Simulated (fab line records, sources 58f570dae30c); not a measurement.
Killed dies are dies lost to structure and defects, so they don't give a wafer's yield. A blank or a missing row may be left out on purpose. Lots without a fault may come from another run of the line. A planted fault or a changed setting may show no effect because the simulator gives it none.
Which tool did it? | flow berkeley_cmos170 | 7 lots, 21 wafers sampled, at 2 steps of a route of 331

WHAT THE GAUGES READ, wafer by wafer
UCB170_NWELL_TW_MEAS_16.
lot  | measured    | on            | NWELL_TW
L620 | day 2 22:53 | film_metro-01 | 1254 1246 1248
L624 | day 3 11:38 | film_metro-03 | 1222 1229 1227
L626 | day 3 21:49 | film_metro-04 | 1259 1258 1261
L627 | day 4 04:37 | film_metro-04 | 1255 1255 1252
L629 | day 4 13:07 | film_metro-04 | 1251 1258 1251
L636 | day 6 08:32 | film_metro-01 | 1141 1144 1143
L640 | day 7 04:56 | film_metro-03 | 1229 1228 1227

WHICH TOOL RAN EACH LOT (tool, then ch and the chambers of the sampled wafers, then the start)
lot  | UCB170_NWELL_IMPLANT_14
L620 | implanter-01 ch 0, day 2 22:40
L624 | implanter-04 ch 0, day 3 11:23
L626 | implanter-04 ch 0, day 3 21:37
L627 | implanter-03 ch 0, day 4 04:22
L629 | implanter-04 ch 0, day 4 12:52
L636 | implanter-04 ch 0, day 6 08:19
L640 | implanter-03 ch 0, day 7 04:42
- UCB170_NWELL_IMPLANT_14

THE ANSWER, worked out from the rows above alone
Rule: what is usual is taken from the lots themselves. Put in order of their means at a reading, lots are off if they are a third of the lots or fewer, leave a main group of 4 or more, and stand apart from it by a gap of 3 or more times the standard deviation of the main group's means; of several such gaps the widest counts. A main group whose means are all the same, to the digits that the tables above print for the reading, isn't used. A lot without any number at a reading at which 4 lots or more have one is off too. The other lots that the step has rows for count as sound.
Off: L636, at UCB170_NWELL_TW_MEAS_16 (NWELL_TW). The main group: mean 1245, standard deviation 13.
A tool fits if, at a process step before that reading, it ran every lot that is off, and no sound lot after the first of them. The gauges at UCB170_NWELL_TW_MEAS_16 are tried like those tools. Can't be told from this: 2 tools fit, implanter-04 at UCB170_NWELL_IMPLANT_14, film_metro-01 at UCB170_NWELL_TW_MEAS_16.

WHAT THE SIMULATOR HAD PUT IN
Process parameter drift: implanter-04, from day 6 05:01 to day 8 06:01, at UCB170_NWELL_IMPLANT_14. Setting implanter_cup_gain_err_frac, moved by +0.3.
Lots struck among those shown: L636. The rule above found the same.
